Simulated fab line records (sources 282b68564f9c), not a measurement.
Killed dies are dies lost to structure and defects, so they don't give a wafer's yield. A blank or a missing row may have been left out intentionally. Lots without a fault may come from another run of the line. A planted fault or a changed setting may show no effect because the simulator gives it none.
Struck lot and sound lot, side by side :: flow rit cmos :: 27 out of 202 route steps
Sound: wafers L114.1, L114.5, L114.6. Wafers struck: L124.1, L124.2, L124.5. The cause comes at the end.
For every step that has rows: the tool of each side, followed by ch and its chambers, followed by its first start. Under that, the readings that differ: sound wafers :: struck wafers :: difference of the means :: sigmas: that difference in standard deviations of wafers without a fault.
alike: words and numbers the same on both sides, and readings whose means are apart by under 2 such deviations; not compared: readings that were withheld, readings missing a value for some wafer, numbers with overlapping values and no deviation given by the record, and bounds like >300 which may hide the same value.
The two part at a step that has a row with sigmas, a row that says differs or no value, or rows on one side only. Non-overlapping numbers with no deviation appear without sigmas and do not part them. Lack of a reading on every wafer of one side parts them only where that side has two or more wafers.

first, 4 steps without rows for these wafers: RIT_CONTACT_SOFTBAKE_04 (time 60 s); RIT_CONTACT_EXPOSE_05 (exposes mask M11, target cd 1000 nm); RIT_CONTACT_PEB_06; RIT_CONTACT_DEVELOP_07 (develop time 120 s).
RIT_CONTACT_CD_MEAS_08 targets a cd of 1000 nm.
  sound: cd sem-01 at day 5 23:37; struck: cd sem-02 at day 8 01:38
  alike: cd nm
RIT_CONTACT_OVL_MEAS_09:
  sound: overlay-01 at day 5 23:44; struck: overlay-01 at day 8 01:45
reading: CONTACT_OVL (nm)
sound: -2.1 -0.6 -2.4
struck: 2.0 0.7 1.3
difference: +3.0
sigmas: +2
then, 1 step without rows for these wafers: RIT_CONTACT_HARDBAKE_10 (time 60 s).
RIT_CONTACT_ETCH_11: etches SiO2 in CHF3/CF4/Ar, stops on TiSi2, target depth 480 nm, time 320 s.
  sound on rie diel-01 ch 2,3, day 5 23:55; struck on rie diel-01 ch 0,2,3, day 8 01:58
  alike: drypump motor current A, oes product au, rf fwd power W, throttle valve pct
  not compared: rf hours counter h
RIT_CONTACT_STRIP_12: strips in O2, time 180 s.
  sound on plasma asher-02 ch 0,1, day 6 00:07; struck on plasma asher-02 ch 0,1, day 8 02:10
  alike: drypump motor current A
  not compared: rf hours counter h
RIT_CONTACT_CD_MEAS_90 targets a cd of 1000 nm.
  sound: cd sem-01 at day 6 00:17; struck: cd sem-01 at day 8 02:20
  alike: cd nm
then, 2 steps without rows for these wafers: RIT_CONTACT_CLEAN_13 (cleans in SC1, time 600 s); RIT_CONTACT_CLEAN_14 (cleans in SC2, time 600 s).
RIT_M1_SPUTTER_00: material Al, target thk 400 nm, time 500 s.
  sound: pvd sputter-03 at day 6 00:46; struck: pvd sputter-04 at day 8 02:52
reading: chamber pressure pa (Pa)
sound: 0.4008 0.4008 0.4006
struck: 0.3513 0.3513 0.3514
difference: -0.0494
sigmas: -74

reading: throttle valve pct (%)
sound: 28.8 29.8 28.9
struck: 30.9 31.4 33.5
difference: +2.8
sigmas: +3

reading: model.Al_of_M1_SPUTTER_00.thk nm (nm)
sound: 405.9 400.3 400.2
struck: 414 411.4 412.7
difference: +11
sigmas: 
RIT_M1_RS_MEAS_01: the measuring method here is four-point-probe.
  sound: film metro-02 at day 6 01:03; struck: film metro-03 at day 8 03:09
reading: M1_AL_RS (ohm/sq)
sound: 0.0724 0.0731 0.0733
struck: 0.0702 0.0709 0.0706
difference: -0.0024
sigmas: -3
RIT_M1_THK_MEAS_02: measures by xrf.
  sound: film metro-02 at day 6 01:10; struck: film metro-03 at day 8 03:16
reading: M1_AL_THK (nm)
sound: 409 408 404
struck: 420 420 419
difference: +13
sigmas: +3
then, 6 steps without rows for these wafers: RIT_M1_HMDS_03 (prime time 60 s); RIT_M1_COAT_04 (resist thk 1300 nm); RIT_M1_SOFTBAKE_05 (time 60 s); RIT_M1_EXPOSE_06 (exposes mask M12, target cd 2600 nm); RIT_M1_PEB_07; RIT_M1_DEVELOP_08 (develop time 68 s).
RIT_M1_CD_MEAS_09 targets a cd of 2600 nm.
  sound: cd sem-01 at day 6 02:07; struck: cd sem-02 at day 8 04:25
  alike: cd nm
RIT_M1_OVL_MEAS_10:
  sound: overlay-02 at day 6 02:14; struck: overlay-02 at day 8 04:32
  alike: M1_OVL
then, 1 step without rows for these wafers: RIT_M1_HARDBAKE_11 (time 120 s).
RIT_M1_METAL_ETCH_12: etches Al in Cl2/BCl3, stops on SiO2, time 165 s, target depth 600 nm.
  sound on rie metal-03 ch 0,1, day 6 02:31; struck on rie metal-01 ch 0,1, day 8 04:49
reading: model.etch.depth nm (nm)
sound: 405.9 400.3 400.2
struck: 414 411.4 412.7
difference: +11
sigmas: 

reading: model.M1.feature depth nm (nm)
sound: 437.2 432.3 431.8
struck: 446 443.9 445
difference: +11
sigmas: 
  alike: drypump motor current A, oes product au, rf fwd power W, throttle valve pct
  not compared: rf hours counter h
then, 1 step without rows for these wafers: RIT_M1_STRIP_13 (strips in nmp, time 600 s).
RIT_M1_PROBE_99:
  sound: prober-02 at day 6 04:46; struck: prober-01 at day 8 07:05
reading: model.etest.m1.rs ohm sq
sound: 0.07142 0.07248 0.07214
struck: 0.06986 0.07135 0.07056
difference: -0.00142
sigmas: 
  alike: killed at front end, killed dies, killed open, killed short

WHERE THEY PART
Last at RIT_M1_THK_MEAS_02 as far as this record goes, first at RIT_CONTACT_OVL_MEAS_09. Later steps at which nothing parts them and some readings are alike: RIT_M1_CD_MEAS_09, RIT_M1_OVL_MEAS_10, RIT_M1_METAL_ETCH_12, RIT_M1_PROBE_99.

WHY: what the simulator had put in
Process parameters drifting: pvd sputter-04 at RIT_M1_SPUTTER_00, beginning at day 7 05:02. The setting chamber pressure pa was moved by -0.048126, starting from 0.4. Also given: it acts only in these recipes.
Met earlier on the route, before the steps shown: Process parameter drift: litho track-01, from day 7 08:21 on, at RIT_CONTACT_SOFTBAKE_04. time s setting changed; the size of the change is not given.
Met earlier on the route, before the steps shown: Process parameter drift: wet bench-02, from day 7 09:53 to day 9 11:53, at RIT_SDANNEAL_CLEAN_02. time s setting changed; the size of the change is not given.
